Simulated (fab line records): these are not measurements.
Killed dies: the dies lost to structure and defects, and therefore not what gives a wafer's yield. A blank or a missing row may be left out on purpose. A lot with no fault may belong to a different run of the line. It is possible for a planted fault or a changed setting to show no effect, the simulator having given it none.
Which tool did it? :: flow berkeley-cmos170 :: 42 wafers from 14 lots sampled at 5 of the route's 331 steps

WHAT THE GAUGES SHOWED, per wafer
UCB170_PSD_TW_MEAS_10. Usual: PSD_TW typically reads 2349, with standard deviation 13.
lot: L528
measured: day 6 09:56
on: film-metro-01
PSD_TW: 2325 2328 2346
flag: 

lot: L529
measured: day 7 02:09
on: film-metro-01
PSD_TW: 2339 2351 2355
flag: 

lot: L530
measured: day 7 08:03
on: film-metro-01
PSD_TW: 2358 2347 2347
flag: 

lot: L535
measured: day 7 19:10
on: film-metro-03
PSD_TW: 2340 2340 2343
flag: 

lot: L531
measured: day 7 19:22
on: film-metro-01
PSD_TW: 2353 2343 2354
flag: 

lot: L532
measured: day 7 19:35
on: film-metro-04
PSD_TW: 2361 2371 2360
flag: 

lot: L536
measured: day 8 04:08
on: film-metro-01
PSD_TW: 2341 2333 2339
flag: 

lot: L538
measured: day 8 04:16
on: film-metro-03
PSD_TW: 2361 2350 2350
flag: 

lot: L545
measured: day 9 16:59
on: film-metro-01
PSD_TW: 2333 2354 2349
flag: 

lot: L544
measured: day 9 17:13
on: film-metro-03
PSD_TW: 2347 2347 2351
flag: 

lot: L546
measured: day 10 08:35
on: film-metro-03
PSD_TW: 2361 2341 2348
flag: 

lot: L547
measured: day 10 13:55
on: film-metro-03
PSD_TW: 2351 2345 2351
flag: 

lot: L550
measured: day 10 21:51
on: film-metro-01
PSD_TW: 2361 2351 2357
flag: 

lot: L551
measured: day 11 08:41
on: film-metro-04
PSD_TW: 2379 2373 2384
flag: 

UCB170_SDANNEAL_RS_MEAS_02: measures by four-point-probe. Usual: PSD_RS typically reads 75.5 ohm/sq, with standard deviation 0.39.
lot: L528
measured: day 6 12:58
on: film-metro-01
PSD_RS (ohm/sq): 75.8 75.8 75.4
flag: 

lot: L529
measured: day 7 06:47
on: film-metro-03
PSD_RS (ohm/sq): 75.1 75.1 75.2
flag: 

lot: L530
measured: day 7 12:21
on: film-metro-01
PSD_RS (ohm/sq): 75.4 75.3 75.2
flag: 

lot: L535
measured: day 7 22:20
on: film-metro-03
PSD_RS (ohm/sq): 75.5 75.6 75.8
flag: 

lot: L531
measured: day 7 22:47
on: film-metro-04
PSD_RS (ohm/sq): 75.0 74.9 75.0
flag: 

lot: L532
measured: day 7 23:17
on: film-metro-04
PSD_RS (ohm/sq): 75.6 75.4 75.6
flag: 

lot: L536
measured: day 8 10:40
on: film-metro-03
PSD_RS (ohm/sq): 75.1 75.2 75.2
flag: 

lot: L538
measured: day 8 09:51
on: film-metro-03
PSD_RS (ohm/sq): 76.3 76.1 76.3
flag: 

lot: L545
measured: day 9 20:07
on: film-metro-03
PSD_RS (ohm/sq): 75.9 76.2 75.9
flag: 

lot: L544
measured: day 9 20:28
on: film-metro-04
PSD_RS (ohm/sq): 75.5 75.3 75.4
flag: 

lot: L546
measured: day 10 12:43
on: film-metro-01
PSD_RS (ohm/sq): 75.8 75.7 75.2
flag: 

lot: L547
measured: day 10 20:18
on: film-metro-01
PSD_RS (ohm/sq): 75.6 75.4 75.5
flag: 

lot: L550
measured: day 11 00:47
on: film-metro-03
PSD_RS (ohm/sq): 74.7 74.6 74.8
flag: 

lot: L551
measured: day 11 12:22
on: film-metro-03
PSD_RS (ohm/sq): 75.1 74.8 75.0
flag: 

UCB170_CONTACT_THK_MEAS_02. Usual: CONTACT_PSG_THK typically reads 704 nm, with standard deviation 6.7.
lot: L528
measured: day 6 15:56
on: film-metro-01
CONTACT_PSG_THK (nm): 698 691 692
flag: 

lot: L529
measured: day 7 10:30
on: film-metro-03
CONTACT_PSG_THK (nm): 702 699 699
flag: 

lot: L530
measured: day 7 15:59
on: film-metro-01
CONTACT_PSG_THK (nm): 712 709 714
flag: 

lot: L535
measured: day 8 03:43
on: film-metro-01
CONTACT_PSG_THK (nm): 1416 1420 1416
flag: OFF

lot: L531
measured: day 8 01:56
on: film-metro-02
CONTACT_PSG_THK (nm): 703 699 699
flag: 

lot: L532
measured: day 8 03:05
on: film-metro-02
CONTACT_PSG_THK (nm): 700 706 704
flag: 

lot: L536
measured: day 8 15:07
on: film-metro-03
CONTACT_PSG_THK (nm): 707 709 706
flag: 

lot: L538
measured: day 8 17:47
on: film-metro-02
CONTACT_PSG_THK (nm): 1413 1412 1406
flag: OFF

lot: L545
measured: day 9 23:58
on: film-metro-01
CONTACT_PSG_THK (nm): 709 710 704
flag: 

lot: L544
measured: day 10 01:47
on: film-metro-03
CONTACT_PSG_THK (nm): 706 708 702
flag: 

lot: L546
measured: day 10 16:26
on: film-metro-02
CONTACT_PSG_THK (nm): 708 709 705
flag: 

lot: L547
measured: day 11 00:01
on: film-metro-03
CONTACT_PSG_THK (nm): 713 708 710
flag: 

lot: L550
measured: day 11 05:25
on: film-metro-02
CONTACT_PSG_THK (nm): 697 695 695
flag: 

lot: L551
measured: day 11 16:10
on: film-metro-01
CONTACT_PSG_THK (nm): 701 695 700
flag: 

WHAT TOOL EACH LOT RAN ON (gives the tool, then ch and the chambers of the sampled wafers, and finally the start)
lot: L528
UCB170_SILICIDE_SPUTTER_01: pvd-sputter-04, day 6 13:29
UCB170_CONTACT_CVD_01: lpcvd-02 ch 0, day 6 14:09

lot: L529
UCB170_SILICIDE_SPUTTER_01: pvd-sputter-04, day 7 07:19
UCB170_CONTACT_CVD_01: lpcvd-02 ch 0, day 7 07:49

lot: L530
UCB170_SILICIDE_SPUTTER_01: pvd-sputter-03, day 7 12:54
UCB170_CONTACT_CVD_01: lpcvd-01 ch 0, day 7 14:12

lot: L535
UCB170_SILICIDE_SPUTTER_01: pvd-sputter-01, day 7 22:52
UCB170_CONTACT_CVD_01: lpcvd-01 ch 0, day 7 23:31 and lpcvd-02 ch 0, day 8 01:56

lot: L531
UCB170_SILICIDE_SPUTTER_01: pvd-sputter-04, day 7 23:19
UCB170_CONTACT_CVD_01: lpcvd-02 ch 0, day 8 00:09

lot: L532
UCB170_SILICIDE_SPUTTER_01: pvd-sputter-03, day 7 23:48
UCB170_CONTACT_CVD_01: lpcvd-01 ch 1, day 8 01:17

lot: L536
UCB170_SILICIDE_SPUTTER_01: pvd-sputter-04, day 8 11:13
UCB170_CONTACT_CVD_01: lpcvd-02 ch 0, day 8 12:26

lot: L538
UCB170_SILICIDE_SPUTTER_01: pvd-sputter-01, day 8 10:24
UCB170_CONTACT_CVD_01: lpcvd-01 ch 1, day 8 11:17 and lpcvd-02 ch 1, day 8 15:07

lot: L545
UCB170_SILICIDE_SPUTTER_01: pvd-sputter-04, day 9 20:39
UCB170_CONTACT_CVD_01: lpcvd-02 ch 1, day 9 21:17

lot: L544
UCB170_SILICIDE_SPUTTER_01: pvd-sputter-01, day 9 21:01
UCB170_CONTACT_CVD_01: lpcvd-01 ch 0, day 10 00:01

lot: L546
UCB170_SILICIDE_SPUTTER_01: pvd-sputter-04, day 10 13:16
UCB170_CONTACT_CVD_01: lpcvd-02 ch 1, day 10 13:45

lot: L547
UCB170_SILICIDE_SPUTTER_01: pvd-sputter-04, day 10 20:50
UCB170_CONTACT_CVD_01: lpcvd-02 ch 1, day 10 21:20

lot: L550
UCB170_SILICIDE_SPUTTER_01: pvd-sputter-03, day 11 01:20
UCB170_CONTACT_CVD_01: lpcvd-02 ch 0, day 11 02:45

lot: L551
UCB170_SILICIDE_SPUTTER_01: pvd-sputter-01, day 11 12:52
UCB170_CONTACT_CVD_01: lpcvd-02 ch 0, day 11 13:28
- UCB170_SILICIDE_SPUTTER_01: material Ti, target thk 30 nm, time 25 s.
- UCB170_CONTACT_CVD_01: deposits PSG from SiH4/O2/PH3, target thk 700 nm, time 2820 s.

WHAT THE TOOLS THEMSELVES READ (means of the sampled wafers that have a number; where no wafer has one, the mark that the record gives instead)
UCB170_SILICIDE_SPUTTER_01. Usual: throttle-valve-pct at 30.1 %, with a standard deviation of 0.87.
lot: L528
tool: pvd-sputter-04
throttle-valve-pct (%): 30.5
flag: 

lot: L529
tool: pvd-sputter-04
throttle-valve-pct (%): 28.9
flag: 

lot: L530
tool: pvd-sputter-03
throttle-valve-pct (%): 31.1
flag: 

lot: L535
tool: pvd-sputter-01
throttle-valve-pct (%): 30.6
flag: 

lot: L531
tool: pvd-sputter-04
throttle-valve-pct (%): 30.6
flag: 

lot: L532
tool: pvd-sputter-03
throttle-valve-pct (%): 30.4
flag: 

lot: L536
tool: pvd-sputter-04
throttle-valve-pct (%): 29.6
flag: 

lot: L538
tool: pvd-sputter-01
throttle-valve-pct (%): 30.3
flag: 

lot: L545
tool: pvd-sputter-04
throttle-valve-pct (%): 29.9
flag: 

lot: L544
tool: pvd-sputter-01
throttle-valve-pct (%): 30.2
flag: 

lot: L546
tool: pvd-sputter-04
throttle-valve-pct (%): 30.0
flag: 

lot: L547
tool: pvd-sputter-04
throttle-valve-pct (%): 29.8
flag: 

lot: L550
tool: pvd-sputter-03
throttle-valve-pct (%): 30.4
flag: 

lot: L551
tool: pvd-sputter-01
throttle-valve-pct (%): 30.8
flag: 

THE ANSWER, worked out from the rows above alone
Rule: take the mean of a lot's wafers that have a number; if it is more than 3 standard deviations from the usual mean, the lot is off. A lot without any number at a reading at which 4 lots or more have one is off too. All remaining lots with rows at the step are treated as sound. Order of review: gauges by route order, followed by the tools' own readings, for which a lot's mean as printed above is used. The first step at which some lot is off is used, and at that step the reading that is off furthest; a lot without a number counts as furthest.
Off: L535, L538, at UCB170_CONTACT_THK_MEAS_02 (CONTACT_PSG_THK).
If a tool, at a process step before that reading, ran all the lots that are off and no sound lot after the first of them, it fits. Gauges at UCB170_CONTACT_THK_MEAS_02: tried the same way as those tools. None of those tried fits.

WHAT WAS PUT IN BY THE SIMULATOR
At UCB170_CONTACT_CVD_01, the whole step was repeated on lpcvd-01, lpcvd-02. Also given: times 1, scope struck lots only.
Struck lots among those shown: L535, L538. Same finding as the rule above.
